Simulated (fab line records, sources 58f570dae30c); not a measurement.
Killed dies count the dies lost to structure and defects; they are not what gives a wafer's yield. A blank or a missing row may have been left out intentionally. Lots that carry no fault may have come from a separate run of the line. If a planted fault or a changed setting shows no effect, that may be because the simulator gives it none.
What tool caused it?    flow berkeleyCmos170    Sampling: 13 lots, 39 wafers, 4 of 331 route steps

WHAT THE GAUGES SHOWED, per wafer
UCB170_NVT_OVL_MEAS_06. Usual: NVT_OVL typically reads 0 nm, with standard deviation 5.4.
lot   measured      on          NVT_OVL (nm)  flag
L917  day 7 00:36   overlay-02  3 5 -1        
L918  day 7 08:07   overlay-02  -4 -1 1       
L921  day 7 18:26   overlay-02  0 -2 -1       
L920  day 7 18:55   overlay-02  -1 2 2        
L925  day 8 06:07   overlay-02  -4 2 3        
L923  day 8 06:52   overlay-01  6 6 10        
L924  day 8 07:00   overlay-02  -3 -4 -5      
L926  day 8 19:54   overlay-02  -5 -2 -8      
L927  day 8 20:09   overlay-01  13 11 15      
L929  day 9 11:54   overlay-02  4 0 0         
L928  day 9 12:24   overlay-01  -10 -1 -15    
L931  day 9 17:56   overlay-02  2 1 -5        
L937  day 10 22:37  overlay-01  -1 5 0        

UCB170_M1_CD_MEAS_09 targets a cd of 700 nm. Usual: cdNm 699.8 nm, standard deviation 1.4.
lot   measured      on        cdNm (nm)          flag
L917  day 8 22:20   cdSem-02  700.8 700.8 699.9  
L918  day 9 05:04   cdSem-02  696.8 698.6 698.1  
L921  day 9 09:55   cdSem-02  700.5 699.5 699.3  
L920  day 9 18:01   cdSem-01  699.0 699.3 699.9  
L925  day 10 06:40  cdSem-01  702.4 702.7 702.9  
L923  day 10 07:00  cdSem-01  698.9 700.0 701.0  
L924  day 10 06:25  cdSem-02  699.8 700.2 699.5  
L926  day 10 16:11  cdSem-02  700.1 699.7 699.7  
L927  day 10 17:02  cdSem-02  699.5 699.1 698.7  
L929  day 11 04:29  cdSem-01  701.2 700.8 701.1  
L928  day 11 03:37  cdSem-02  699.9 699.3 700.4  
L931  day 11 12:26  cdSem-02  698.9 699.1 698.6  
L937  day 12 20:04  cdSem-01  700.4 699.8 699.8  

UCB170_V1_BOW_MEAS_03. Usual: V1_BOW typically reads 19 um, with standard deviation 7.7.
lot   measured      on            V1_BOW (um)  flag
L917  day 9 00:49   filmMetro-04  26 37 33     
L918  day 9 07:28   filmMetro-04  16 15 19     
L921  day 9 12:19   filmMetro-01  5 3 8        
L920  day 9 20:25   filmMetro-01  30 11 10     
L925  day 10 10:08  filmMetro-01  20 30 25     
L923  day 10 10:30  filmMetro-04  20 19 14     
L924  day 10 08:49  filmMetro-04  33 18 10     
L926  day 10 18:56  filmMetro-01  18 10 18     
L927  day 10 19:56  filmMetro-04  20 22 13     
L929  day 11 07:27  filmMetro-04  10 22 27     
L928  day 11 06:05  filmMetro-04  12 19 17     
L931  day 11 14:50  filmMetro-01  13 11 20     
L937  day 12 23:31  filmMetro-03  25 11 21     

WHAT TOOL EACH LOT RAN ON (gives the tool, then ch and the chambers of the sampled wafers, and finally the start)
lot   UCB170_GATE_WET_ETCH_00
L917  wetBench-02 ch 3, day 7 06:00
L918  wetBench-04 ch 2, day 7 10:05
L921  wetBench-04 ch 0, day 7 20:45
L920  wetBench-04 ch 2, day 7 22:22
L925  wetBench-04 ch 2, day 8 09:50
L923  wetBench-04 ch 0, day 8 10:12
L924  wetBench-04 ch 0, day 8 10:29
L926  wetBench-02 ch 3, day 8 23:23
L927  wetBench-04 ch 1, day 8 23:26
L929  wetBench-04 ch 2, day 9 16:11
L928  wetBench-03 ch 0, day 9 16:53
L931  wetBench-04 ch 1, day 9 21:43
L937  wetBench-04 ch 0, day 11 01:56
- UCB170_GATE_WET_ETCH_00: etches SiO2 in dHF, time 200 s.

WHAT THE TOOLS THEMSELVES READ (means of the sampled wafers that have a number; where no wafer has one, the mark that the record gives instead)
The record holds no such reading with a usual standard deviation.

THE ANSWER, worked out from the rows above alone
Rule: a lot counts as off when the mean over its wafers that have a number is more than 3 standard deviations away from the usual mean. A lot without any number at a reading at which 4 lots or more have one is off too. Any other lot the step has rows for is counted as sound. Order of review: gauges by route order, followed by the tools' own readings, for which a lot's mean as printed above is used. The first step at which some lot is off is used, and at that step the reading that is off furthest; a lot without a number counts as furthest.
No lot is off at any reading shown: from this, nothing can be told.

WHAT THE SIMULATOR HAD INSERTED
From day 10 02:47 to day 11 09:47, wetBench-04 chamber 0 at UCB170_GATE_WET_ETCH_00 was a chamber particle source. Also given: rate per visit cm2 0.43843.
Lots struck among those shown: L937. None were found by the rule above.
